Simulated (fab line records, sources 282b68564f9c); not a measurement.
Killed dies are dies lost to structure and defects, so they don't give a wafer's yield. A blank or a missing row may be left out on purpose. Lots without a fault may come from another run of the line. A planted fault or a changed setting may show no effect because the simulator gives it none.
Which tool did it? | flow rit_cmos | 8 lots, 24 wafers sampled, at 2 steps of a route of 202

WHAT THE GAUGES READ, wafer by wafer
RIT_SDANNEAL_RS_MEAS_04: measures by four-point-probe.
lot  | measured    | on            | PSD_RS (ohm/sq)
L171 | day 3 08:22 | film_metro-04 | 115.5 115.5 116.0
L173 | day 3 18:47 | film_metro-04 | 115.5 115.6 115.6
L175 | day 4 02:13 | film_metro-04 | 115.5 115.6 115.7
L177 | day 4 17:10 | film_metro-02 | 116.2 116.3 116.3
L179 | day 4 22:55 | film_metro-04 | 116.1 115.9 115.9
L183 | day 5 20:07 | film_metro-02 | 116.4 116.4 115.9
L188 | day 7 03:23 | film_metro-01 | 50.4 50.4 50.4
L190 | day 8 03:23 | film_metro-01 | 50.6 50.6 50.5

WHICH TOOL RAN EACH LOT (tool, then ch and the chambers of the sampled wafers, then the start)
lot  | RIT_PSD_IMPLANT_08
L171 | implanter-04 ch 0, day 3 07:12
L173 | implanter-04 ch 0, day 3 17:58
L175 | implanter-02 ch 0, day 4 01:25
L177 | implanter-02 ch 0, day 4 16:15
L179 | implanter-04 ch 0, day 4 22:07
L183 | implanter-04 ch 0, day 5 19:20
L188 | implanter-02 ch 0, day 7 02:35
L190 | implanter-02 ch 0, day 8 02:35
- RIT_PSD_IMPLANT_08

THE ANSWER, worked out from the rows above alone
Rule: what is usual is taken from the lots themselves. Put in order of their means at a reading, lots are off if they are a third of the lots or fewer, leave a main group of 4 or more, and stand apart from it by a gap of 3 or more times the standard deviation of the main group's means; of several such gaps the widest counts. A main group whose means are all the same, to the digits that the tables above print for the reading, isn't used. A lot without any number at a reading at which 4 lots or more have one is off too. The other lots that the step has rows for count as sound.
Off: L188, L190, at RIT_SDANNEAL_RS_MEAS_04 (PSD_RS). The main group: mean 115.9 ohm/sq, standard deviation 0.29.
A tool fits if, at a process step before that reading, it ran every lot that is off, and no sound lot after the first of them. The gauges at RIT_SDANNEAL_RS_MEAS_04 are tried like those tools. Can't be told from this: 2 tools fit, implanter-02 at RIT_PSD_IMPLANT_08, film_metro-01 at RIT_SDANNEAL_RS_MEAS_04.

WHAT THE SIMULATOR HAD PUT IN
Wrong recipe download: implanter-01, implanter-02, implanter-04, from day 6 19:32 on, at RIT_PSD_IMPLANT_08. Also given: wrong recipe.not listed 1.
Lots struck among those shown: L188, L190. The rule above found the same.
